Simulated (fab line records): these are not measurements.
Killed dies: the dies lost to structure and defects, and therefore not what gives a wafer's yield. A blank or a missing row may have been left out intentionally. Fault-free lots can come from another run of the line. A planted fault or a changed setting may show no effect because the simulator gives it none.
The tool behind it: which one? + flow berkeley cmos170 + Sampling: 14 lots, 42 wafers, 3 of 331 route steps

WHAT THE GAUGES READ, wafer by wafer
UCB170_V1_CD_MEAS_12: target cd 700 nm. Usual: cd nm at 699.7 nm, with a standard deviation of 1.2.
| lot  | measured     | on        | cd nm (nm)        | flag |
|------|--------------|-----------|-------------------|------|
| L859 | day 7 09:19  | cd sem-02 | 697.1 698.2 697.7 |      |
| L858 | day 7 09:59  | cd sem-02 | 699.9 698.8 699.3 |      |
| L857 | day 7 09:43  | cd sem-01 | 700.2 701.4 701.4 |      |
| L861 | day 7 17:34  | cd sem-02 | 700.9 700.2 700.6 |      |
| L860 | day 7 17:46  | cd sem-01 | 700.0 699.9 699.2 |      |
| L862 | day 8 07:06  | cd sem-02 | 700.1 701.8 699.8 |      |
| L863 | day 8 11:32  | cd sem-02 | 699.6 701.7 699.3 |      |
| L864 | day 9 00:00  | cd sem-02 | 699.5 700.9 701.0 |      |
| L871 | day 10 09:09 | cd sem-02 | 701.1 701.7 700.5 |      |
| L872 | day 10 19:40 | cd sem-01 | 700.9 701.8 702.2 |      |
| L874 | day 11 14:16 | cd sem-01 | 699.5 698.8 698.7 |      |
| L876 | day 11 14:32 | cd sem-01 | 700.6 699.6 698.9 |      |
| L878 | day 11 21:10 | cd sem-02 | 698.6 698.4 698.4 |      |
| L880 | day 12 16:54 | cd sem-02 | 699.4 699.5 698.8 |      |

TOOL THAT RAN EACH LOT (tool first, then ch and the chambers of the sampled wafers, then the start)
| lot  | UCB170_CONTACT_ETCH_17             | UCB170_M1_SOFTBAKE_05             |
|------|------------------------------------|-----------------------------------|
| L859 | rie diel-03 ch 0,1,3, day 6 22:18  | litho track-04 ch 0, day 6 23:00  |
| L858 | rie diel-01 ch 1,2, day 6 22:27    | litho track-01 ch 0, day 6 23:00  |
| L857 | rie diel-04 ch 0,2,3, day 7 00:32  | litho track-04 ch 0, day 7 01:00  |
| L861 | rie diel-03 ch 0,1, day 7 06:50    | litho track-02 ch 0, day 7 08:00  |
| L860 | rie diel-04 ch 0,1,2, day 7 07:39  | litho track-02 ch 0, day 7 08:00  |
| L862 | rie diel-04 ch 1,2, day 7 20:20    | litho track-01 ch 0, day 7 21:00  |
| L863 | rie diel-03 ch 0,1,2, day 8 03:22  | litho track-04 ch 0, day 8 04:00  |
| L864 | rie diel-04 ch 1,2,3, day 8 15:28  | litho track-02 ch 0, day 8 16:00  |
| L871 | rie diel-03 ch 0,1,2, day 9 23:25  | litho track-02 ch 0, day 10 01:00 |
| L872 | rie diel-03 ch 0,1,3, day 10 08:05 | litho track-02 ch 0, day 10 09:00 |
| L874 | rie diel-03 ch 1,2,3, day 11 06:14 | litho track-01 ch 0, day 11 07:00 |
| L876 | rie diel-01 ch 1,2,3, day 11 06:44 | litho track-04 ch 0, day 11 08:00 |
| L878 | rie diel-01 ch 0,2,3, day 11 12:05 | litho track-04 ch 0, day 11 13:00 |
| L880 | rie diel-04 ch 0,1, day 12 06:32   | litho track-04 ch 0, day 12 08:00 |
- UCB170_CONTACT_ETCH_17: etches BARC in N2/H2.
- UCB170_M1_SOFTBAKE_05: time 60 s.

WHAT THE TOOLS THEMSELVES READ (means of the sampled wafers that have a number; where no wafer has one, the mark that the record gives instead)
UCB170_CONTACT_ETCH_17. Usual: drypump motor current A 5.9 A, standard deviation 0.4; n2 flow sccm 100.03 sccm, standard deviation 0.3; oes product au 1.005 a.u., standard deviation 0.023; throttle valve pct 13.28 %, standard deviation 0.17.
| lot  | tool        | drypump motor current A (A) | n2 flow sccm (sccm) | oes product au (a.u.) | throttle valve pct (%) | flag |
|------|-------------|-----------------------------|---------------------|-----------------------|------------------------|------|
| L859 | rie diel-03 | 5.8                         | 99.84               | 1.006                 | 13.40                  |      |
| L858 | rie diel-01 | 6.0                         | 99.94               | 0.997                 | 13.30                  |      |
| L857 | rie diel-04 | 5.7                         | 100.31              | 1.018                 | 13.20                  |      |
| L861 | rie diel-03 | 5.9                         | 99.82               | 0.991                 | 13.52                  |      |
| L860 | rie diel-04 | 5.9                         | 99.85               | 1.015                 | 13.27                  |      |
| L862 | rie diel-04 | 6.1                         | 100.17              | 1.026                 | 13.33                  |      |
| L863 | rie diel-03 | 6.1                         | 100.00              | 0.984                 | 13.35                  |      |
| L864 | rie diel-04 | 5.9                         | 99.60               | 1.022                 | 13.27                  |      |
| L871 | rie diel-03 | 6.1                         | 100.21              | 0.985                 | 13.36                  |      |
| L872 | rie diel-03 | 5.8                         | 99.77               | 0.998                 | 13.40                  |      |
| L874 | rie diel-03 | 5.9                         | 100.08              | 0.996                 | 13.23                  |      |
| L876 | rie diel-01 | 5.7                         | 100.07              | 0.992                 | 13.22                  |      |
| L878 | rie diel-01 | 5.7                         | 100.06              | 0.999                 | 13.17                  |      |
| L880 | rie diel-04 | 6.0                         | 99.89               | 1.021                 | 13.42                  |      |

UCB170_M1_SOFTBAKE_05. Usual: exhaust pa 44.8 Pa, standard deviation 0.8; heater power total W 56.80 W, standard deviation 0.045; plate temp C 130.00 C, standard deviation 0.13.
| lot  | tool           | exhaust pa (Pa) | heater power total W (W) | plate temp C (C) | flag |
|------|----------------|-----------------|--------------------------|------------------|------|
| L859 | litho track-04 | 45.1            | 56.78                    | 129.93           |      |
| L858 | litho track-01 | 44.6            | 56.82                    | 130.07           |      |
| L857 | litho track-04 | 44.6            | 56.79                    | 129.98           |      |
| L861 | litho track-02 | 45.0            | 56.79                    | 130.04           |      |
| L860 | litho track-02 | 44.4            | 56.80                    | 130.03           |      |
| L862 | litho track-01 | 44.6            | 56.76                    | 129.98           |      |
| L863 | litho track-04 | 44.0            | 56.86                    | 130.24           |      |
| L864 | litho track-02 | 45.2            | 56.81                    | 130.05           |      |
| L871 | litho track-02 | 46.0            | 57.91                    | 131.92           | OFF  |
| L872 | litho track-02 | 45.7            | 57.83                    | 131.77           | OFF  |
| L874 | litho track-01 | 45.3            | 56.83                    | 129.96           |      |
| L876 | litho track-04 | 44.3            | 56.79                    | 130.16           |      |
| L878 | litho track-04 | 44.6            | 56.79                    | 130.05           |      |
| L880 | litho track-04 | 44.5            | 56.78                    | 129.98           |      |

THE ANSWER, worked out from the rows above alone
Rule: lot off if the mean of its wafers having a number is beyond 3 standard deviations from the usual mean. Also off: a lot with no number at a reading for which 4 or more lots have one. Where the step has rows for the other lots, those lots are counted as sound. First the gauges in route order, then the tools' own readings, where a lot's mean is used as printed above. At the first step where some lot is off, the reading lying furthest off is the one used; lots without a number count as furthest.
Off: L871, L872, at UCB170_M1_SOFTBAKE_05 (heater power total W).
A tool fits if, at that step or a process step before it, it ran every lot that is off, and no sound lot after the first of them. One fits: UCB170_M1_SOFTBAKE_05 on litho track-02. Its last sound lot is L864 (day 8 16:00), its first lot that is off L871 (day 10 01:00): a fault that began between those two fits.
The tool's own readings at UCB170_M1_SOFTBAKE_05 bear it out: on the lots that are off they differ by more than 5 times the standard deviation of the sound lots' means. heater power total W reads 57.87 W there against 56.80 W on the sound lots; plate temp C reads 131.84 C there against 130.04 C on the sound lots.

WHAT HAD BEEN PUT IN BY THE SIMULATOR
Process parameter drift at UCB170_M1_SOFTBAKE_05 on litho track-02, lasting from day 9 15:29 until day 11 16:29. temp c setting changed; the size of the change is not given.
Struck lots among those shown: L871, L872. Same finding as the rule above.
